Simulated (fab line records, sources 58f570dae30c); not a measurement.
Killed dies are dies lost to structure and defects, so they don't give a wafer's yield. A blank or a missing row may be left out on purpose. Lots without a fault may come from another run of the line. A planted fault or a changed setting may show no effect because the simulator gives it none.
Tool commonality check | flow berkeley_cmos170 | 15 lots, 45 wafers sampled

WHY IT WAS OPENED
At UCB170_GATE_THK_MEAS_05 the reading GATE_POLY_THK is flagged on 3 of 15 lots. Wafers without a fault read 214.0 nm, standard deviation 1.6.
Rule: a lot is flagged when every wafer of it that has a number lies more than 4 standard deviations from that mean, or none has a number. The other lots count as sound.

lot  | measured     | on            | GATE_POLY_THK (nm), wafer by wafer | flag
L824 | day 7 08:26  | film_metro-02 | 213.4 214.0 213.7                  |
L825 | day 7 08:26  | film_metro-01 | 214.1 213.1 213.1                  |
L828 | day 7 15:08  | film_metro-04 | 213.4 212.9 213.3                  |
L829 | day 8 11:37  | film_metro-04 | 216.2 216.3 215.6                  |
L830 | day 8 11:37  | film_metro-01 | 210.9 212.6 211.7                  |
L832 | day 8 19:39  | film_metro-04 | 212.0 214.0 213.7                  |
L835 | day 8 19:40  | film_metro-02 | 211.4 213.1 213.4                  |
L833 | day 8 19:43  | film_metro-04 | 211.9 213.1 213.0                  |
L837 | day 10 04:45 | film_metro-01 | 213.8 214.4 216.6                  |
L839 | day 10 04:49 | film_metro-02 | 212.4 214.5 212.5                  |
L838 | day 10 04:52 | film_metro-02 | 216.1 215.5 214.1                  |
L841 | day 10 19:26 | film_metro-04 | 229.8 231.0 230.5                  | FLAGGED
L842 | day 10 19:27 | film_metro-02 | 230.4 230.9 228.9                  | FLAGGED
L843 | day 11 02:40 | film_metro-02 | 232.0 231.4 231.3                  | FLAGGED
L846 | day 11 21:59 | film_metro-02 | 213.4 216.3 213.8                  |
The numbers of the flagged lots are 230.7 nm on average: +16.7 nm against the usual, or +10 standard deviations.

WHICH TOOL RAN EACH LOT
The record holds 1 process step before the reading, out of a route of 331 steps. In each cell: the tool, then ch and the chambers that the sampled wafers went through, then the start.
lot  | flag    | UCB170_GATE_CVD_04
L824 |         | lpcvd-02 ch 0, day 7 07:02
L825 |         | lpcvd-02 ch 1, day 7 07:02
L828 |         | lpcvd-01 ch 0, day 7 13:41
L829 |         | lpcvd-02 ch 0, day 8 10:12
L830 |         | lpcvd-02 ch 0, day 8 10:12
L832 |         | lpcvd-01 ch 0, day 8 17:33
L835 |         | lpcvd-01 ch 1, day 8 17:33
L833 |         | lpcvd-01 ch 1, day 8 17:33
L837 |         | lpcvd-02 ch 0, day 10 03:20
L839 |         | lpcvd-02 ch 1, day 10 03:20
L838 |         | lpcvd-02 ch 0, day 10 03:20
L841 | FLAGGED | lpcvd-01 ch 1, day 10 18:02
L842 | FLAGGED | lpcvd-01 ch 0, day 10 18:02
L843 | FLAGGED | lpcvd-01 ch 0, day 11 01:15
L846 |         | lpcvd-02 ch 0, day 11 20:35
What these steps do:
- UCB170_GATE_CVD_04: deposits poly-Si from SiH4, time 1440 s, target thk 214 nm.
- UCB170_GATE_THK_MEAS_05

FLAGGED OVER TOTAL, TOOL BY TOOL (the gauges that took the reading come last)
step                    | tool          | lots run | flagged | share of the flagged lots | sound lots run after its first flagged lot
UCB170_GATE_CVD_04      | lpcvd-01      | 7        | 3       | all                       | 0
UCB170_GATE_CVD_04      | lpcvd-02      | 8        | 0       | none                      | -
UCB170_GATE_THK_MEAS_05 | film_metro-01 | 3        | 0       | none                      | -
UCB170_GATE_THK_MEAS_05 | film_metro-02 | 7        | 2       | some                      | 1 (L846)
UCB170_GATE_THK_MEAS_05 | film_metro-04 | 5        | 1       | some                      | 0

WHAT THE TABLE ALLOWS
1 row of the table ran every flagged lot: lpcvd-01 at UCB170_GATE_CVD_04.
- lpcvd-01 at UCB170_GATE_CVD_04: 3 of its 7 lots flagged. Its last sound lot is L832 (day 8 17:33), its first flagged lot L841 (day 10 18:02): a fault that began between those two fits.
One tool is left: lpcvd-01 at UCB170_GATE_CVD_04.

WHAT THE SIMULATOR HAD PUT IN
Process parameter drift: lpcvd-01, from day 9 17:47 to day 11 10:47, at UCB170_GATE_CVD_04. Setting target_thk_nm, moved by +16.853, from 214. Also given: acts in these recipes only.
Lots struck among those shown: L841, L842, L843. The rule above found the same.
